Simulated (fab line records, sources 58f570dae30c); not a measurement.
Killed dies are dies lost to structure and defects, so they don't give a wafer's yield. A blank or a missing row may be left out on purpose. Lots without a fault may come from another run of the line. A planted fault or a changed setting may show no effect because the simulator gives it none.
Which tool did it? | flow berkeley_cmos170 | 14 lots, 42 wafers sampled, at 4 steps of a route of 331

WHAT THE GAUGES READ, wafer by wafer
UCB170_M1_CD_MEAS_90: target cd 700 nm. Usual: cd_nm 698.1 nm, standard deviation 2.7.
lot  | measured     | on        | cd_nm (nm)        | flag
L118 | day 6 23:53  | cd_sem-02 | 692.6 696.0 697.2 |
L119 | day 7 12:29  | cd_sem-01 | 702.1 699.6 697.2 |
L121 | day 7 12:55  | cd_sem-02 | 692.3 700.0 691.5 |
L122 | day 7 13:09  | cd_sem-01 | 695.1 697.3 695.6 |
L120 | day 7 13:52  | cd_sem-02 | 699.1 699.0 701.9 |
L123 | day 8 01:26  | cd_sem-01 | 696.6 696.1 695.2 |
L127 | day 9 05:20  | cd_sem-01 | 702.1 701.4 702.5 |
L130 | day 10 03:40 | cd_sem-02 | 700.1 699.2 697.4 |
L131 | day 10 04:43 | cd_sem-02 | 695.3 695.6 696.8 |
L133 | day 10 12:56 | cd_sem-02 | 702.2 701.1 702.7 |
L136 | day 11 10:44 | cd_sem-01 | 702.5 702.2 696.5 |
L135 | day 11 11:26 | cd_sem-01 | 700.0 699.6 695.1 |
L138 | day 11 15:13 | cd_sem-02 | 701.1 699.8 697.7 |
L139 | day 11 18:23 | cd_sem-01 | 694.6 697.1 694.5 |

UCB170_V1_CD_MEAS_12: target cd 700 nm. Usual: cd_nm 700.1 nm, standard deviation 1.5.
lot  | measured     | on        | cd_nm (nm)        | flag
L118 | day 7 08:27  | cd_sem-01 | 702.0 700.7 701.5 |
L119 | day 8 00:27  | cd_sem-02 | 699.3 699.4 699.9 |
L121 | day 8 00:35  | cd_sem-01 | 700.6 699.1 699.6 |
L122 | day 8 00:52  | cd_sem-02 | 699.9 699.1 699.8 |
L120 | day 8 00:41  | cd_sem-02 | 699.8 700.5 700.0 |
L123 | day 8 07:39  | cd_sem-02 | 700.4 698.7 699.1 |
L127 | day 9 12:28  | cd_sem-02 | 711.1 710.2 711.5 | OFF
L130 | day 10 10:22 | cd_sem-01 | 711.3 712.6 710.7 | OFF
L131 | day 10 10:27 | cd_sem-02 | 700.1 700.4 700.9 |
L133 | day 10 21:07 | cd_sem-01 | 702.6 702.9 701.3 |
L136 | day 11 16:49 | cd_sem-02 | 701.9 702.2 701.6 |
L135 | day 11 17:16 | cd_sem-02 | 699.7 698.7 697.4 |
L138 | day 12 01:13 | cd_sem-01 | 698.7 698.2 697.0 |
L139 | day 11 22:41 | cd_sem-02 | 699.1 698.7 699.3 |

UCB170_V2_THK_MEAS_01. Usual: V2_TEOS_THK 1995 nm, standard deviation 29.
lot  | measured     | on            | V2_TEOS_THK (nm) | flag
L118 | day 7 12:01  | film_metro-01 | 2035 2005 2063   |
L119 | day 8 04:05  | film_metro-04 | 2022 1985 1984   |
L121 | day 8 04:19  | film_metro-03 | 1992 2049 2012   |
L122 | day 8 04:43  | film_metro-03 | 2004 2009 2016   |
L120 | day 8 04:22  | film_metro-01 | 1979 2016 2054   |
L123 | day 8 11:40  | film_metro-03 | 2009 1997 1987   |
L127 | day 9 16:13  | film_metro-04 | 1977 2001 2008   |
L130 | day 10 14:15 | film_metro-03 | 1951 1955 1976   |
L131 | day 10 14:33 | film_metro-04 | 1944 1998 1948   |
L133 | day 11 00:59 | film_metro-04 | 1964 2006 2016   |
L136 | day 11 20:02 | film_metro-03 | 1962 1980 1987   |
L135 | day 11 20:37 | film_metro-01 | 1967 1994 1970   |
L138 | day 12 05:28 | film_metro-01 | 1989 1979 1996   |
L139 | day 12 02:07 | film_metro-04 | 1944 1960 1988   |

WHICH TOOL RAN EACH LOT (tool, then ch and the chambers of the sampled wafers, then the start)
lot  | UCB170_V1_PEB_10
L118 | litho_track-03 ch 0, day 7 08:10
L119 | litho_track-03 ch 0, day 8 00:11
L121 | litho_track-01 ch 0, day 8 00:19
L122 | litho_track-01 ch 0, day 8 00:35
L120 | litho_track-03 ch 0, day 8 00:25
L123 | litho_track-03 ch 0, day 8 07:23
L127 | litho_track-03 ch 0, day 9 12:11
L130 | litho_track-03 ch 0, day 10 10:03
L131 | litho_track-01 ch 0, day 10 10:10
L133 | litho_track-01 ch 0, day 10 20:51
L136 | litho_track-01 ch 0, day 11 16:32
L135 | litho_track-02 ch 0, day 11 16:59
L138 | litho_track-01 ch 0, day 12 00:57
L139 | litho_track-01 ch 0, day 11 22:25
- UCB170_V1_PEB_10

WHAT THE TOOLS THEMSELVES READ (means of the sampled wafers that have a number; where no wafer has one, the mark that the record gives instead)
The record holds no such reading with a usual standard deviation.

THE ANSWER, worked out from the rows above alone
Rule: a lot is off if the mean of its wafers that have a number lies more than 3 standard deviations from the usual mean. A lot without any number at a reading at which 4 lots or more have one is off too. The other lots that the step has rows for count as sound. The gauges are gone through in route order, then the tools' own readings, and for those a lot's mean is taken as printed above. The first step at which some lot is off is used, and at that step the reading that is off furthest; a lot without a number counts as furthest.
Off: L127, L130, at UCB170_V1_CD_MEAS_12 (cd_nm).
A tool fits if, at a process step before that reading, it ran every lot that is off, and no sound lot after the first of them. The gauges at UCB170_V1_CD_MEAS_12 are tried like those tools. One fits: litho_track-03 at UCB170_V1_PEB_10. Its last sound lot is L123 (day 8 07:23), its first lot that is off L127 (day 9 12:11): a fault that began between those two fits.

WHAT THE SIMULATOR HAD PUT IN
Process parameter drift: litho_track-03, from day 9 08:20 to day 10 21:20, at UCB170_V1_PEB_10. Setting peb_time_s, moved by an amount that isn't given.
Lots struck among those shown: L127, L130. The rule above found the same.
